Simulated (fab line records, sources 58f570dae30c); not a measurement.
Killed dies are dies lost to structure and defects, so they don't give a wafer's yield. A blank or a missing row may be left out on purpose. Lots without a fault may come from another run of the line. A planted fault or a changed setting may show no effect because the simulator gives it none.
fab line records | flow berkeley_cmos170
record lots=6 wafers=18 last_day=14
route steps=331 shown NLDD@159 SPACER@171 PSD@175 M3@331
lots that met no fault: from a run of the same line without faults
start_h: hours from the record's first day to the start of the lot's first wafer shown | wait_h: hours since the lot's step before | " the same as in the row above | L1.1+2: a row that stands for several wafers | - no value, or no start given | * or withheld: withheld | < > ~ a bound
route shown NAME@n: a module of which the file shows steps, and the number in the route of the first | usual: mean/standard deviation of fault-free wafers | same: alike in all rows | chamber/n: place in a boat | sites: the reading at each site | _std_site: their standard deviation | _edge_site: outer sites' mean less inner sites' | radius_mm: how far each site lies from the wafer's centre | mask NAME#n: copy n | behind: the tool/chamber that last shaped the wafer | hold: why the lot was held/for how many hours/how that ended | device: the transistor (n, p or np) that didn't switch | end of line: the same wafers' tests at the end of the route | a step without rows: its recipe alone | killed: dies lost to structure and defects at the first sort, not the wafer's yield | map: a wafer's dies, x killed, . not, _ none there
set.NAME: the setting as run; set.NAME@STEP: as run at that earlier step | model.NAME: the simulator's own value behind a step, which no gauge read
lots at some steps of the route; a table a step, a row a wafer
services: from which hour (start_h, from the record's first day; less than 0 if before it) a tool's chamber was out of use, for how many hours, and why
## steps
# step UCB170_NLDD_COAT_01
# recipe resist=KrF spin_rpm=1500 resist_thk_nm=900
# step UCB170_NLDD_SOFTBAKE_02
# recipe resist=KrF temp_c=130 time_s=60
# step UCB170_NLDD_EXPOSE_03
# recipe mask_id=NSELECT na=0.5 sigma_outer=0.6 source_shape=conventional target_cd_nm=1200 dose_mj=30
# step UCB170_NLDD_PEB_04
# recipe peb_temp_c=130 peb_time_s=withheld resist=KrF
# step UCB170_NLDD_DEVELOP_05
# recipe developer=TMAH develop_time_s=45 resist=KrF dev_temp_c=21
# step UCB170_NLDD_CD_MEAS_06
# recipe target_cd_nm=1200
# usual cd_nm=1200.6/1.5
# columns lot.wafer tool chamber start_h wait_h cd_nm
L697.1 cd_sem-01 - 174.01 - 1198.6
L697.2 " - " " 1199.7
L697.5 " - " " 1197.9
L700.3 cd_sem-02 - 188.04 - 1199.4
L700.4 " - " " 1200.2
L700.5 " - " " 1201.2
L705.2 cd_sem-02 - 213.50 - 1201.7
L705.4 " - " " 1202.3
L705.6 " - " " 1201.6
L708.1 cd_sem-02 - 224.45 - 1198.8
L708.4 " - " " 1200.8
L708.6 " - " " 1199.1
L711.1 cd_sem-01 - 247.83 - 1200.0
L711.2 " - " " 1198.9
L711.4 " - " " 1200.4
L719.2 cd_sem-01 - 285.48 - 1201.1
L719.4 " - " " 1202.1
L719.6 " - " " 1201.4
# step UCB170_NLDD_OVL_MEAS_07
# usual NLDD_OVL=4/5.8
# columns lot.wafer tool chamber start_h wait_h NLDD_OVL[nm]
L697.1 overlay-02 - 174.13 0.1 1
L697.2 " - " " 3
L697.5 " - " " -1
L700.3 overlay-01 - 188.13 0.1 -2
L700.4 " - " " 3
L700.5 " - " " 4
L705.2 overlay-01 - 213.60 0.1 13
L705.4 " - " " 8
L705.6 " - " " 7
L708.1 overlay-01 - 224.57 0.1 5
L708.4 " - " " 0
L708.6 " - " " 4
L711.1 overlay-01 - 247.95 0.1 8
L711.2 " - " " -1
L711.4 " - " " 2
L719.2 overlay-02 - 285.58 0.1 3
L719.4 " - " " 11
L719.6 " - " " 17
# step UCB170_NLDD_IMPLANT_08
# recipe species=As dose_cm2=5e+13 energy_kev=30 tilt_deg=7 rotation_deg=0
# step UCB170_NLDD_IMPLANT_09
# recipe species=As dose_cm2=5e+13 energy_kev=30 tilt_deg=7 rotation_deg=180
# step UCB170_NLDD_STRIP_10
# recipe chemistry=O2 power_w=400 pressure_mtorr=3500 platen_temp_c=withheld o2_flow_sccm=400 overash_fraction=0.5
# usual drypump_motor_current_A=5.5/0.35 oes_product_au=0.734/0.0047 strip_time_to_endpoint_s=21.64/0.057
# columns lot.wafer tool chamber start_h wait_h drypump_motor_current_A oes_product_au rf_hours_counter_h strip_time_to_endpoint_s
L697.1 plasma_asher-04 1 174.47 0.1 5.7 0.728 38 21.66
L697.2 " 0 " " 5.4 0.730 38 21.65
L697.5 " 0 " " 5.4 0.730 - 21.66
L700.3 plasma_asher-02 0 188.49 0.1 5.9 0.730 - 21.66
L700.4 " 1 " " 5.3 0.741 - 21.64
L700.5 " 1 " " 5.3 0.732 - 21.64
L705.2 plasma_asher-01 1 213.93 0.1 5.8 0.734 9 21.69
L705.4 " 0 " " 5.0 0.735 - 21.70
L705.6 " 0 " " 4.9 0.733 - 21.61
L708.1 plasma_asher-01 1 224.90 0.1 5.8 0.732 10 21.58
L708.4 " 0 " " 5.0 0.735 - 21.54
L708.6 " 0 " " 5.0 0.732 - 21.61
L711.1 plasma_asher-01 1 248.29 0.1 5.8 0.734 13 21.57
L711.2 " 0 " " 5.0 0.740 13 21.64
L711.4 " 1 " " 5.9 0.728 - 21.65
L719.2 plasma_asher-01 0 285.91 0.1 5.0 0.731 17 21.59
L719.4 " 0 " " 5.0 0.729 - 21.54
L719.6 " 1 " " 5.8 0.744 - 21.60
# step UCB170_NLDD_TW_MEAS_11
# usual NLDD_TW=2218/20
# columns lot.wafer tool chamber start_h wait_h NLDD_TW
L697.1 film_metro-04 - 174.57 0.1 2217
L697.2 " - " " 2224
L697.5 " - " " 2222
L700.3 film_metro-03 - 188.57 0.1 2189
L700.4 " - " " 2205
L700.5 " - " " 2201
L705.2 film_metro-04 - 214.04 0.1 2212
L705.4 " - " " 2221
L705.6 " - " " 2217
L708.1 film_metro-04 - 225.00 0.1 2216
L708.4 " - " " 2208
L708.6 " - " " 2208
L711.1 film_metro-03 - 248.39 0.1 2194
L711.2 " - " " 2201
L711.4 " - " " 2192
L719.2 film_metro-04 - 286.02 0.1 2213
L719.4 " - " " 2213
L719.6 " - " " 2210
# step UCB170_NLDD_CLEAN_12
# recipe chemistry=SPM temp_c=120 time_s=600
# step UCB170_SPACER_CVD_00
# recipe material=SiO2 target_thk_nm=376 temp_c=390 precursor=TEOS/O2 time_s=47 rf_w=550 pressure_mtorr=9000
# usual heater_power_w=275/54
# columns lot.wafer tool chamber start_h wait_h heater_power_w model.SiO2_of_SPACER_CVD_00.thk_nm
L697.1 pecvd-04 0 174.80 0.0 255 369.8
L697.2 " 1 " " 238 375.4
L697.5 " 0 " " 265 376.5
L700.3 pecvd-04 1 190.26 0.0 246 376.9
L700.4 " 0 " " 261 376.7
L700.5 " 1 " " 250 384.1
L705.2 pecvd-04 0 214.29 0.0 245 398.7
L705.4 " 1 " " 251 380.3
L705.6 " 0 " " 252 404.6
L708.1 pecvd-04 2 225.24 0.0 359 377
L708.4 " 0 " " 226 402.2
L708.6 " 2 " " 374 379.7
L711.1 pecvd-03 1 248.62 0.0 256 371.1
L711.2 " 2 " " 322 368.3
L711.4 " 2 " " 327 374.9
L719.2 pecvd-04 1 289.89 0.0 199 371.6
L719.4 " 2 " " 346 381.4
L719.6 " 1 " " 218 380.1
# step UCB170_SPACER_THK_MEAS_01
# recipe reads=SiO2_of_SPACER_CVD_00
# usual SPACER_TEOS_THK=376/4.4
# columns lot.wafer tool chamber start_h wait_h SPACER_TEOS_THK[nm]
L697.1 film_metro-04 - 174.85 0.0 370
L697.2 " - " " 375
L697.5 " - " " 376
L700.3 film_metro-04 - 190.32 0.0 377
L700.4 " - " " 377
L700.5 " - " " 384
L705.2 film_metro-04 - 214.34 0.0 399
L705.4 " - " " 380
L705.6 " - " " 405
L708.1 film_metro-01 - 225.28 0.0 377
L708.4 " - " " 402
L708.6 " - " " 380
L711.1 film_metro-04 - 248.69 0.0 371
L711.2 " - " " 368
L711.4 " - " " 375
L719.2 film_metro-01 - 289.94 0.0 372
L719.4 " - " " 382
L719.6 " - " " 380
# step UCB170_SPACER_ANNEAL_02
# recipe temp_c=900 time_s=1800 ambient=N2
# step UCB170_SPACER_ETCHBACK_03
# recipe stop_on=Si target=SiO2 chemistry=CHF3/CF4/Ar CHF3_flow_sccm=50 cf4_flow_sccm=10 Ar_flow_sccm=120 pressure_mtorr=200 rf_w=500 target_depth_a=3760 time_s=100
# usual drypump_motor_current_A=5.7/0.44 mfc_ar_sccm=120.1/0.37 oes_product_au=0.900/0.015 throttle_valve_pct=6.44/0.1
# same time_s=100
# columns lot.wafer tool chamber start_h wait_h drypump_motor_current_A mfc_ar_sccm oes_product_au rf_hours_counter_h throttle_valve_pct model.etch.depth_nm
L697.1 rie_diel-01 0 179.18 0.0 5.2 120.2 0.877 134 6.48 369.8
L697.2 " 3 " " 6.1 120.8 0.889 144 6.38 375.4
L697.5 " 2 " " 6.3 120.6 0.879 - 6.42 376.5
L700.3 rie_diel-01 3 197.15 0.0 6.1 120.3 0.890 144 6.39 376.9
L700.4 " 1 " " 4.8 120.4 0.903 13 6.44 376.7
L700.5 " 1 " " 4.8 119.5 0.920 - 6.43 384.1
L705.2 rie_diel-01 0 219.50 0.0 5.2 120.0 0.938 136 6.50 398.7
L705.4 " 0 " " 5.2 120.9 0.908 - 6.49 380.3
L705.6 " 2 " " 6.3 120.1 0.926 - 6.44 404.6
L708.1 rie_diel-02 1 232.16 0.0 5.5 120.0 0.920 4 6.37 377
L708.4 " 2 " " 5.8 119.8 0.950 67 6.66 402.2
L708.6 " 0 " " 5.2 119.8 0.896 - 6.29 379.7
L711.1 rie_diel-03 3 253.79 0.1 6.0 120.9 0.908 87 6.54 371.1
L711.2 " 0 " " 5.7 120.1 0.891 2 6.37 368.3
L711.4 " 2 " " 5.3 119.8 0.883 29 6.32 374.9
L719.2 rie_diel-01 3 294.45 0.0 6.1 120.3 0.895 3 6.37 371.6
L719.4 " 3 " " 6.1 119.7 0.912 - 6.39 381.4
L719.6 " 1 " " 4.8 120.1 0.902 - 6.44 380.1
# step UCB170_PSD_HMDS_00
# recipe prime_time_s=60 prime_temp_c=100
# step UCB170_M3_PROBE_99
# columns lot.wafer tool chamber start_h wait_h model.etest.nplus_sal.width_nm model.etest.pplus_sal.width_nm model.etest.nmos_0p35.r_on_ohm_um model.etest.field_n_metal.vt_v model.etest.pplus_sal.line_ohm_um model.etest.nplus_sal.line_ohm_um
L697.1 prober-01 - 210.93 0.1 707.6 708.8 1477 51.92 5.091 5.057
L697.2 prober-01 - 210.98 0.1 714.5 714 1470 52.25 5.047 4.985
L697.5 prober-01 - 211.13 0.2 711 714.4 1464 52.35 5.129 5.038
L700.3 prober-02 - 227.45 0.2 699.1 696.9 1461 53.5 5.354 5.205
L700.4 prober-02 - 227.50 0.2 685.8 686.7 1484 53.55 5.345 5.262
L700.5 prober-02 - 227.55 0.2 679.9 680.8 1513 53.99 5.401 5.278
L705.2 prober-01 - 248.33 0.1 631.6 629.2 1506 53.64 5.804 5.827
L705.4 prober-01 - 248.43 0.2 679.6 681.5 1470 52.87 5.386 5.351
L705.6 prober-01 - 248.53 0.2 638.7 634.2 1521 53.81 5.723 5.614
L708.1 prober-02 - 258.53 0.1 711 714.9 1453 52.9 5.139 5.068
L708.4 prober-02 - 258.68 0.2 657.9 655.9 1488 54.2 5.571 5.477
L708.6 prober-02 - 258.78 0.2 723.9 722.7 1423 52.32 5.002 4.987
L711.1 prober-02 - 286.01 0.1 696.1 695 1475 52.71 5.319 5.197
L711.2 prober-02 - 286.06 0.1 726.2 726.8 1456 51.76 5.051 4.985
L711.4 prober-02 - 286.16 0.2 727 722.2 1472 51.72 5.005 5.03
L719.2 prober-01 - 325.23 0.1 681.1 682.2 1462 53.18 5.443 5.434
L719.4 prober-01 - 325.33 0.2 672.1 673 1463 53.2 5.482 5.386
L719.6 prober-01 - 325.43 0.2 687.7 690.2 1466 53.06 5.404 5.338
# killed by level:class
L697.1 GATE:geometric_particle:open=1 SPACER:geometric_particle:open=1 M3:geometric_particle:short=1 PLDD:coat_microbubble_printed=1
L697.2 PLDD:coat_microbubble_printed=2 GATE:geometric_particle:short=1 SPACER:geometric_particle:short=1 CONTACT:geometric_particle:open=1
L697.5 FIELD:geometric_particle:open=1 GATE:geometric_particle:open=1 SPACER:geometric_particle:short=1
L700.3 M1:geometric_particle:short=1
L700.4 SILICIDE:geometric_particle:open=1 SILICIDE:geometric_particle:short=1
L700.5 SACOX:geometric_particle:open=1
L708.1 M3:geometric_particle:short=2 SILICIDE:geometric_particle:open=1
L708.4 SPACER:area_etchback=2 FIELD:geometric_particle:short=1 SPACER:geometric_particle:short=1 M1:geometric_particle:short=1
L708.6 SILICIDE:geometric_particle:short=1
L711.1 GATE:geometric_particle:short=1 SPACER:geometric_particle:open=1 CONTACT:geometric_particle:short=1
L711.2 WELLDRIVE:geometric_particle:open=1 ACTIVE:geometric_particle:short=1 FIELD:geometric_particle:open=1 SPACER:geometric_particle:open=1 M1:geometric_particle:short=1 V1:geometric_particle:open=1
L711.4 SCREENOX:geometric_particle:short=1 GATE:geometric_particle:short=1 M3:geometric_particle:short=1
L719.2 GATE:geometric_particle:short=2 GATE:geometric_particle:open=1
L719.4 V2:geometric_particle:open=2
L719.6 WELLDRIVE:geometric_particle:short=1 SACOX:geometric_particle:short=1
## services
# columns tool chamber start_h hours kind
pecvd-03 - 167.18 2.6 repair
rie_diel-03 - 167.40 3.7 repair
rie_diel-03 0 187.77 - clean
rie_diel-03 0 187.77 19.2 scheduled_down
rie_diel-03 0 187.77 19.2 vent_cycle
rie_diel-01 3 209.23 - clean
rie_diel-01 3 209.23 32.9 scheduled_down
rie_diel-01 3 209.23 32.9 vent_cycle
rie_diel-01 - 218.41 0.4 repair
pecvd-03 - 228.62 2.8 pm
rie_diel-02 0 241.19 1.7 repair
pecvd-04 2 241.82 6.6 repair
pecvd-03 0 245.98 4.8 repair
rie_diel-01 0 254.22 - clean
rie_diel-01 0 254.22 31.4 scheduled_down
rie_diel-01 0 254.22 31.4 vent_cycle
pecvd-03 - 256.40 0.6 repair
plasma_asher-04 - 277.98 1.4 repair
rie_diel-01 2 288.55 6.4 repair
rie_diel-02 1 294.42 7.1 repair
## key
first_sign step=UCB170_SPACER_THK_MEAS_01 reading=SPACER_TEOS_THK direction=up sigmas=5.9 usual=376 struck=402
effect none on later readings
model_effect step=UCB170_SPACER_CVD_00 value=SiO2_of_SPACER_CVD_00.thk_nm without=379.5 struck=401.8
model_effect step=UCB170_SPACER_ETCHBACK_03 value=etch.depth_nm without=379.5 struck=401.8
model_effect step=UCB170_M3_PROBE_99 value=etest.nplus_sal.width_nm without=690.7 struck=642.7
met_at UCB170_SPACER_CVD_00
struck_wafers L705.2,L705.6,L708.4
sort_left_out L705.2,L705.6
tester_left_out L705,L708
onset_between 190.26 214.29
fault kind=process_parameter_drift tool=pecvd-04 chamber=0 onset_h=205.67 steps=UCB170_SPACER_CVD_00 channel=target_thk_nm offset=22.274 shape=step end_h=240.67 acts_in=these_recipes_only stated=376
# tester_left_out: of these lots the tester's yield and bins aren't shown, on N5 and GAA mostly nor the transistor test; their killed dies are dies lost to structure and defects alone, not to doping, threshold or leakage, so they don't give the yield
# sort_left_out: the simulated sort isn't trusted on such a fault, so these wafers' sort isn't shown, and their yield isn't known
